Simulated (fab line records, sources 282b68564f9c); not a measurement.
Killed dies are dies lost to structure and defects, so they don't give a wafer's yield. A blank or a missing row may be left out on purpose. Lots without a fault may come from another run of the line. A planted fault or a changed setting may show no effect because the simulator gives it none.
fab line records | flow rit_cmos
record lots=14 wafers=42 last_day=7
route steps=202 shown PWELL@41 NRETRO@59 SPACER@129 M1@192
lots that met no fault: from a run of the same line without faults
start_h: hours from the record's first day to the start of the lot's first wafer shown | wait_h: hours since the lot's step before | " the same as in the row above | L1.1+2: a row that stands for several wafers | - no value, or no start given | * or withheld: withheld | < > ~ a bound
route shown NAME@n: a module of which the file shows steps, and the number in the route of the first | usual: mean/standard deviation of fault-free wafers | same: alike in all rows | chamber/n: place in a boat | sites: the reading at each site | _std_site: their standard deviation | _edge_site: outer sites' mean less inner sites' | radius_mm: how far each site lies from the wafer's centre | mask NAME#n: copy n | behind: the tool/chamber that last shaped the wafer | hold: why the lot was held/for how many hours/how that ended | device: the transistor (n, p or np) that didn't switch | end of line: the same wafers' tests at the end of the route | a step without rows: its recipe alone | killed: dies lost to structure and defects at the first sort, not the wafer's yield | map: a wafer's dies, x killed, . not, _ none there
set.NAME: the setting as run; set.NAME@STEP: as run at that earlier step | model.NAME: the simulator's own value behind a step, which no gauge read
steps of the route over a sample of lots; a table a step, a row a wafer
## steps
# step RIT_PWELL_SOFTBAKE_02
# recipe resist=NOVOLAK temp_c=90 time_s=61.68
# usual plate_sensor_t_centre_C=90.969/0.01 plate_sensor_t_edge_C=91.021/0.011
# columns lot.wafer tool chamber start_h wait_h plate_sensor_t_centre_C plate_sensor_t_edge_C
L769.1 litho_track-04 0 32.64 0.1 90.958 91.041
L769.4 " 0 " " 90.963 91.020
L769.6 " 0 " " 90.976 91.032
L771.3 litho_track-03 0 43.07 0.1 90.956 91.013
L771.5 " 0 " " 90.947 91.016
L771.6 " 0 " " 90.975 90.993
L773.1 litho_track-04 0 51.36 0.1 90.966 91.034
L773.3 " 0 " " 90.971 91.011
L773.6 " 0 " " 90.947 91.016
L776.1 litho_track-01 0 69.34 0.1 90.955 91.008
L776.4 " 0 " " 90.961 91.027
L776.5 " 0 " " 90.971 91.010
L778.3 litho_track-01 0 81.20 0.1 90.952 91.005
L778.4 " 0 " " 90.974 90.994
L778.5 " 0 " " 90.946 91.019
L779.2 litho_track-01 0 84.02 0.1 90.978 91.016
L779.5 " 0 " " 90.979 91.026
L779.6 " 0 " " 90.976 91.023
L780.2 litho_track-03 0 87.82 0.1 90.958 91.042
L780.3 " 0 " " 90.960 91.026
L780.5 " 0 " " 90.993 91.013
L781.2 litho_track-01 0 93.81 0.1 90.955 91.012
L781.3 " 0 " " 90.967 91.030
L781.4 " 0 " " 90.962 91.026
L784.3 litho_track-03 0 111.63 0.1 90.959 91.019
L784.4 " 0 " " 90.964 91.025
L784.5 " 0 " " 90.954 91.008
L785.1 litho_track-03 0 116.92 0.1 90.952 91.022
L785.5 " 0 " " 90.993 91.024
L785.6 " 0 " " 90.966 91.023
L786.1 litho_track-01 0 119.67 0.1 90.983 91.044
L786.2 " 0 " " 90.962 91.025
L786.3 " 0 " " 90.969 91.023
L787.1 litho_track-03 0 124.43 0.1 90.971 91.007
L787.3 " 0 " " 90.966 91.028
L787.5 " 0 " " 90.956 91.014
L788.1 litho_track-04 0 129.28 0.1 90.965 91.001
L788.2 " 0 " " 90.961 91.024
L788.5 " 0 " " 90.968 91.033
L790.1 litho_track-04 0 138.62 0.1 90.962 91.029
L790.3 " 0 " " 90.954 91.022
L790.5 " 0 " " 90.976 91.024
# step RIT_NRETRO_OVL_MEAS_06
# usual NRETRO_OVL=0.3/1.3
# columns lot.wafer tool chamber start_h wait_h NRETRO_OVL[nm]
L769.1 overlay-02 - 40.84 - 2.3
L769.4 " - " " -0.1
L769.6 " - " " 0.8
L771.3 overlay-01 - 50.87 - 0.6
L771.5 " - " " 0.7
L771.6 " - " " 1.0
L773.1 overlay-01 - 59.21 - 0.8
L773.3 " - " " 2.5
L773.6 " - " " 2.3
L776.1 overlay-02 - 78.43 - 1.5
L776.4 " - " " 2.1
L776.5 " - " " 0.9
L778.3 overlay-01 - 89.57 - 1.9
L778.4 " - " " 1.1
L778.5 " - " " 0.9
L779.2 overlay-02 - 92.30 - 1.1
L779.5 " - " " -0.2
L779.6 " - " " 0.2
L780.2 overlay-01 - 96.98 - -0.7
L780.3 " - " " 0.4
L780.5 " - " " -0.4
L781.2 overlay-01 - 102.76 - 1.0
L781.3 " - " " -0.5
L781.4 " - " " 0.1
L784.3 overlay-01 - 120.16 - 0.8
L784.4 " - " " 1.5
L784.5 " - " " 2.4
L785.1 overlay-01 - 124.38 - 0.2
L785.5 " - " " 1.1
L785.6 " - " " 0.1
L786.1 overlay-01 - 128.00 - 0.9
L786.2 " - " " 1.0
L786.3 " - " " -0.8
L787.1 overlay-01 - 132.67 - -1.9
L787.3 " - " " -1.6
L787.5 " - " " -2.4
L788.1 overlay-01 - 137.76 - -2.7
L788.2 " - " " -3.0
L788.5 " - " " -1.8
L790.1 overlay-02 - 146.78 - -0.2
L790.3 " - " " -1.8
L790.5 " - " " -1.1
# step RIT_SPACER_THK_MEAS_04
# recipe reads=Si3N4_of_SPACER_CVD_03
# usual SPACER_NITRIDE_THK=250.5/3
# columns lot.wafer tool chamber start_h wait_h SPACER_NITRIDE_THK[nm]
L769.1 film_metro-04 - 58.06 0.0 249.7
L769.4 " - " " 250.9
L769.6 " - " " 252.0
L771.3 film_metro-04 - 69.38 0.0 248.1
L771.5 " - " " 248.3
L771.6 " - " " 247.2
L773.1 film_metro-02 - 79.99 0.0 255.0
L773.3 " - " " 252.9
L773.6 " - " " 252.5
L776.1 film_metro-01 - 95.96 0.0 243.8
L776.4 " - " " 242.5
L776.5 " - " " 243.5
L779.2 film_metro-01 - 109.64 0.0 251.3
L779.5 " - " " 249.9
L779.6 " - " " 251.5
L778.3 film_metro-02 - 110.78 0.0 246.2
L778.4 " - " " 247.9
L778.5 " - " " 245.8
L780.2 film_metro-02 - 116.65 0.0 249.1
L780.3 " - " " 246.1
L780.5 " - " " 247.3
L781.2 film_metro-01 - 124.28 0.0 255.6
L781.3 " - " " 254.3
L781.4 " - " " 253.5
L784.3 film_metro-04 - 139.95 0.0 250.4
L784.4 " - " " 252.1
L784.5 " - " " 252.1
L785.1 film_metro-04 - 141.84 0.0 256.3
L785.5 " - " " 253.7
L785.6 " - " " 255.0
L786.1 film_metro-04 - 145.98 0.0 250.3
L786.2 " - " " 250.3
L786.3 " - " " 250.3
L787.1 film_metro-04 - 151.52 0.0 252.8
L787.3 " - " " 251.5
L787.5 " - " " 253.9
L788.1 film_metro-04 - 155.20 0.0 249.9
L788.2 " - " " 248.1
L788.5 " - " " 248.9
L790.1 film_metro-01 - 166.38 0.0 253.6
L790.3 " - " " 250.7
L790.5 " - " " 250.6
# step RIT_M1_DEVELOP_08
# recipe resist=NOVOLAK develop_time_s=68 dev_temp_c=23
# usual developer_temp_C=22.97/0.11
# columns lot.wafer tool chamber start_h wait_h developer_temp_C
L769.1 litho_track-03 0 66 - 22.97
L769.4 " 0 " " 22.93
L769.6 " 0 " " 23.01
L771.3 litho_track-03 0 77 - 22.97
L771.5 " 0 " " 23.01
L771.6 " 0 " " 22.79
L773.1 litho_track-03 0 88 - 23.10
L773.3 " 0 " " 23.01
L773.6 " 0 89 - 23.12
L776.1 litho_track-03 0 104 - 22.96
L776.4 " 0 " " 23.06
L776.5 " 0 " " 22.89
L779.2 litho_track-02 0 118 - 23.02
L779.5 " 0 " " 23.01
L779.6 " 0 " " 23.01
L778.3 litho_track-03 0 119 - 22.86
L778.4 " 0 " " 22.92
L778.5 " 0 " " 23.09
L780.2 litho_track-01 0 125 - 22.98
L780.3 " 0 " " 22.94
L780.5 " 0 " " 22.98
L781.2 litho_track-01 0 132 - 22.82
L781.3 " 0 " " 22.78
L781.4 " 0 " " 23.08
L784.3 litho_track-03 0 148 - 22.94
L784.4 " 0 " " 22.87
L784.5 " 0 " " 22.95
L785.1 litho_track-01 0 149 - 23.06
L785.5 " 0 " " 22.93
L785.6 " 0 " " 23.07
L786.1 litho_track-01 0 154 - 22.87
L786.2 " 0 " " 23.08
L786.3 " 0 " " 23.06
L787.1 litho_track-03 0 159 - 22.97
L787.3 " 0 " " 23.07
L787.5 " 0 " " 23.08
L788.1 litho_track-03 0 163 - 23.00
L788.2 " 0 " " 23.08
L788.5 " 0 " " 23.12
L790.1 litho_track-02 0 174 - 22.89
L790.3 " 0 " " 23.01
L790.5 " 0 175 - 23.06
# step RIT_M1_CD_MEAS_09
# recipe target_cd_nm=2600
# usual cd_nm=2600.0/2.5
# columns lot.wafer tool chamber start_h wait_h cd_nm
L769.1 cd_sem-01 - 66.80 - 2597.8
L769.4 " - " " 2597.4
L769.6 " - " " 2595.7
L771.3 cd_sem-01 - 77.84 - 2596.8
L771.5 " - " " 2594.4
L771.6 " - " " 2596.7
L773.1 cd_sem-02 - 89.09 - 2595.5
L773.3 " - " " 2595.2
L773.6 " - " " 2597.6
L776.1 cd_sem-02 - 104.42 - 2601.6
L776.4 " - " " 2602.3
L776.5 " - " " 2602.7
L779.2 cd_sem-02 - 118.37 - 2602.6
L779.5 " - " " 2604.5
L779.6 " - " " 2603.5
L778.3 cd_sem-02 - 120.07 - 2599.4
L778.4 " - " " 2599.3
L778.5 " - " " 2597.1
L780.2 cd_sem-02 - 125.62 - 2602.1
L780.3 " - " " 2602.9
L780.5 " - " " 2600.7
L781.2 cd_sem-02 - 132.72 - 2602.3
L781.3 " - " " 2601.1
L781.4 " - " " 2602.1
L784.3 cd_sem-02 - 148.50 - 2595.5
L784.4 " - " " 2598.5
L784.5 " - " " 2599.5
L785.1 cd_sem-02 - 150.01 - 2600.5
L785.5 " - " " 2598.9
L785.6 " - " " 2599.4
L786.1 cd_sem-02 - 154.79 - 2601.9
L786.2 " - " " 2598.8
L786.3 " - " " 2600.2
L787.1 cd_sem-02 - 159.91 - -
L787.3 " - " " -
L787.5 " - " " -
L788.1 cd_sem-02 - 163.86 - -
L788.2 " - " " -
L788.5 " - " " -
L790.1 cd_sem-01 - 175.08 - 2599.4
L790.3 " - " " 2600.4
L790.5 " - " " 2601.3
# step RIT_M1_OVL_MEAS_10
# usual M1_OVL=-0.6/1.2
# columns lot.wafer tool chamber start_h wait_h M1_OVL[nm]
L769.1 overlay-02 - 66.92 0.1 -3.6
L769.4 " - " " -3.1
L769.6 " - " " -3.7
L771.3 overlay-01 - 77.93 0.1 -1.9
L771.5 " - " " -2.1
L771.6 " - " " -1.8
L773.1 overlay-02 - 89.21 0.1 -0.6
L773.3 " - " " 0.7
L773.6 " - " " -1.4
L776.1 overlay-01 - 104.54 0.1 -2.2
L776.4 " - " " -1.6
L776.5 " - " " -0.7
L779.2 overlay-01 - 118.48 0.1 -0.5
L779.5 " - " " -1.3
L779.6 " - " " -0.2
L778.3 overlay-02 - 120.16 0.1 -3.3
L778.4 " - " " -2.7
L778.5 " - " " -2.3
L780.2 overlay-02 - 125.73 0.1 -0.1
L780.3 " - " " 0.9
L780.5 " - " " -0.4
L781.2 overlay-02 - 132.83 0.1 1.8
L781.3 " - " " 1.8
L781.4 " - " " -0.5
L784.3 overlay-01 - 148.59 0.1 -0.2
L784.4 " - " " -0.7
L784.5 " - " " -1.6
L785.1 overlay-02 - 150.13 0.1 -0.9
L785.5 " - " " -0.3
L785.6 " - " " -0.7
L786.1 overlay-01 - 154.91 0.1 -1.4
L786.2 " - " " -2.2
L786.3 " - " " -1.2
L787.1 overlay-02 - 160.03 0.1 -
L787.3 " - " " -
L787.5 " - " " -
L788.1 overlay-02 - 163.98 0.1 -
L788.2 " - " " -
L788.5 " - " " -
L790.1 overlay-01 - 175.20 0.1 -0.3
L790.3 " - " " 0.1
L790.5 " - " " -0.8
## key
first_sign step=RIT_M1_CD_MEAS_09 reading=cd_nm direction=missing
effect step=RIT_M1_OVL_MEAS_10 reading=M1_OVL direction=missing
met_at RIT_M1_DEVELOP_08
struck_lots L787,L788
sort_left_out L787.1,L787.3,L787.5,L788.1,L788.2,L788.5
tester_left_out L787,L788
not_acting_at RIT_PWELL_SOFTBAKE_02,RIT_NRETRO_OVL_MEAS_06,RIT_SPACER_THK_MEAS_04
onset_between 148 159
earlier_fault kind=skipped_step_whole tool=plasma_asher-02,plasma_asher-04 chamber=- onset_h=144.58 steps=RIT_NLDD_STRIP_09 scope=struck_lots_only
fault kind=process_parameter_drift tool=litho_track-03 chamber=- onset_h=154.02 steps=RIT_M1_DEVELOP_08 channel=develop_time_s offset=* shape=step acts_in=* stated=*
# tester_left_out: of these lots the tester's yield and bins aren't shown, on N5 and GAA mostly nor the transistor test; their killed dies are dies lost to structure and defects alone, not to doping, threshold or leakage, so they don't give the yield
# sort_left_out: the simulated sort isn't trusted on such a fault, so these wafers' sort isn't shown, and their yield isn't known
